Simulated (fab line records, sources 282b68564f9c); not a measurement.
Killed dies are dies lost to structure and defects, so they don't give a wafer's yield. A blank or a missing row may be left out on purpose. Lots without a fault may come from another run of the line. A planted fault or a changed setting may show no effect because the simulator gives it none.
Tool commonality check | flow rit_cmos | 14 lots, 42 wafers sampled

WHY IT WAS OPENED
At RIT_NSD_TW_MEAS_10 the reading NSD_TW is flagged on 2 of 14 lots. Wafers without a fault read 3132, standard deviation 28.
Rule: a lot is flagged when every wafer of it that has a number lies more than 4 standard deviations from that mean, or none has a number. The other lots count as sound.

lot  | measured    | on            | NSD_TW, wafer by wafer | flag
L364 | day 3 04:06 | film_metro-02 | 3110 3108 3105         |
L367 | day 3 21:06 | film_metro-03 | 3166 3178 3178         |
L369 | day 4 07:13 | film_metro-02 | 3097 3102 3106         |
L370 | day 4 12:49 | film_metro-03 | 3160 3165 3154         |
L373 | day 5 00:47 | film_metro-03 | 3164 3164 3156         |
L374 | day 5 09:25 | film_metro-02 | 3105 3103 3103         |
L375 | day 5 14:04 | film_metro-02 | 3101 3103 3107         |
L376 | day 5 18:23 | film_metro-01 | 3129 3123 3123         |
L380 | day 6 09:08 | film_metro-01 | 3321 3319 3316         | FLAGGED
L381 | day 6 18:01 | film_metro-03 | 3381 3395 3403         | FLAGGED
L382 | day 7 00:15 | film_metro-03 | 3123 3131 3140         |
L384 | day 7 11:06 | film_metro-02 | 3101 3109 3114         |
L385 | day 7 15:02 | film_metro-03 | 3140 3146 3156         |
L387 | day 7 20:13 | film_metro-03 | 3121 3132 3161         |
The numbers of the flagged lots are 3356 on average: +224 against the usual, or +8 standard deviations.

WHICH TOOL RAN EACH LOT
The record holds 1 process step before the reading, out of a route of 202 steps. In each cell: the tool, then ch and the chambers that the sampled wafers went through, then the start.
lot  | flag    | RIT_NSD_IMPLANT_08
L364 |         | implanter-01 ch 0, day 3 03:46
L367 |         | implanter-03 ch 0, day 3 20:47
L369 |         | implanter-03 ch 0, day 4 06:53
L370 |         | implanter-04 ch 0, day 4 12:29
L373 |         | implanter-04 ch 0, day 5 00:30
L374 |         | implanter-04 ch 0, day 5 09:05
L375 |         | implanter-04 ch 0, day 5 13:46
L376 |         | implanter-04 ch 0, day 5 18:03
L380 | FLAGGED | implanter-03 ch 0, day 6 08:50
L381 | FLAGGED | implanter-03 ch 0, day 6 17:44
L382 |         | implanter-01 ch 0, day 6 23:56
L384 |         | implanter-01 ch 0, day 7 10:47
L385 |         | implanter-04 ch 0, day 7 14:43
L387 |         | implanter-01 ch 0, day 7 19:53
What these steps do:
- RIT_NSD_IMPLANT_08
- RIT_NSD_TW_MEAS_10

FLAGGED OVER TOTAL, TOOL BY TOOL (the gauges that took the reading come last)
step               | tool          | lots run | flagged | share of the flagged lots | sound lots run after its first flagged lot
RIT_NSD_IMPLANT_08 | implanter-01  | 4        | 0       | none                      | -
RIT_NSD_IMPLANT_08 | implanter-03  | 4        | 2       | all                       | 0
RIT_NSD_IMPLANT_08 | implanter-04  | 6        | 0       | none                      | -
RIT_NSD_TW_MEAS_10 | film_metro-01 | 2        | 1       | some                      | 0
RIT_NSD_TW_MEAS_10 | film_metro-02 | 5        | 0       | none                      | -
RIT_NSD_TW_MEAS_10 | film_metro-03 | 7        | 1       | some                      | 3 (L382,L385,L387)

WHAT THE TABLE ALLOWS
1 row of the table ran every flagged lot: implanter-03 at RIT_NSD_IMPLANT_08.
- implanter-03 at RIT_NSD_IMPLANT_08: 2 of its 4 lots flagged. Its last sound lot is L369 (day 4 06:53), its first flagged lot L380 (day 6 08:50): a fault that began between those two fits. Its own readings lie more than 4 standard deviations out on every wafer of the flagged lots: beam_on_s, faraday_current_uA.
One tool is left: implanter-03 at RIT_NSD_IMPLANT_08.

WHAT THE SIMULATOR HAD PUT IN
Process parameter drift: implanter-03, from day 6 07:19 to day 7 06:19, at RIT_NSD_IMPLANT_08. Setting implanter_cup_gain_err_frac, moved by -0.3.
Lots struck among those shown: L380, L381. The rule above found the same.
